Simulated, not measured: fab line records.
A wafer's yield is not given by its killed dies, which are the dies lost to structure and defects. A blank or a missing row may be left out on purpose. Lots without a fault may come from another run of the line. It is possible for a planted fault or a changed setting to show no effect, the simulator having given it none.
Struck lot and sound lot, side by side    flow rit-cmos    14 out of 202 route steps
Sound: wafers L340.3, L340.4, L340.5. The struck wafers were L337.1, L337.5, L337.6. The cause comes at the end.
For every step that has rows: the tool of each side, followed by ch and its chambers, followed by its first start. Under that, the readings that differ: sound wafers    struck wafers    difference of the means    sigmas: that difference in standard deviations of wafers without a fault.
alike: readings with means less than 2 such deviations apart, plus words and numbers identical on both sides. not compared: withheld readings, readings lacking a value on some wafer, bounds such as >300 that could conceal the same value, and numbers that have no deviation in the record and whose values overlap.
Wherever a step has rows on one side only, a row that says differs or no value, or a row with sigmas, the two part there. Non-overlapping numbers with no deviation appear without sigmas and do not part them. A reading missing from all wafers of one side parts the sides only when that side holds two or more wafers.

first, 4 steps without rows for these wafers: RIT_NRETRO_SOFTBAKE_02 (time 60 s); RIT_NRETRO_EXPOSE_03 (exposes mask M4, target cd 43900 nm); RIT_NRETRO_PEB_04; RIT_NRETRO_DEVELOP_05 (develop time 68 s).
RIT_NRETRO_OVL_MEAS_06:
  sound on overlay-02 at day 6 20:04; struck on overlay-02 at day 6 08:32
  alike: NRETRO_OVL
then, 2 steps without rows for these wafers: RIT_NRETRO_HARDBAKE_07 (time 120 s); RIT_NRETRO_IMPLANT_08.
RIT_NRETRO_STRIP_09: strips in O2, time 180 s.
  sound on plasma-asher-03 ch 0,1, day 6 20:32; struck on plasma-asher-03 ch 0,1, day 6 08:58
  alike: drypump-motor-current-A
  not compared: rf-hours-counter-h
RIT_NRETRO_TW_MEAS_10:
  sound on film-metro-04 at day 6 20:41; struck on film-metro-04 at day 6 09:08
  alike: NRETRO_TW
then, 3 steps without rows for these wafers: RIT_PRETRO_HMDS_00 (prime time 60 s); RIT_PRETRO_COAT_01 (resist thk 1300 nm); RIT_PRETRO_SOFTBAKE_02 (time 60 s).
RIT_PRETRO_EXPOSE_03: exposes mask M5, target cd 43700 nm.
  sound on iline-stepper-02 ch 0, day 6 21:20; struck on iline-stepper-02, day 6 09:39
  no value came back on the struck wafers for exposure-dose-mJ-cm2, focus-offset-nm (nm); on the sound wafers exposure-dose-mJ-cm2 reads 250.34 249.96 250.10
  alike: mask
next, for these wafers, 1 step has no rows: RIT_PRETRO_PEB_04.

WHERE THEY PART
RIT_PRETRO_EXPOSE_03 only, going by this record.

WHY: the cause the simulator had injected
Skipped step whole: iline-stepper-02, from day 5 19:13 on, at RIT_PRETRO_EXPOSE_03. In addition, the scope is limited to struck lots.
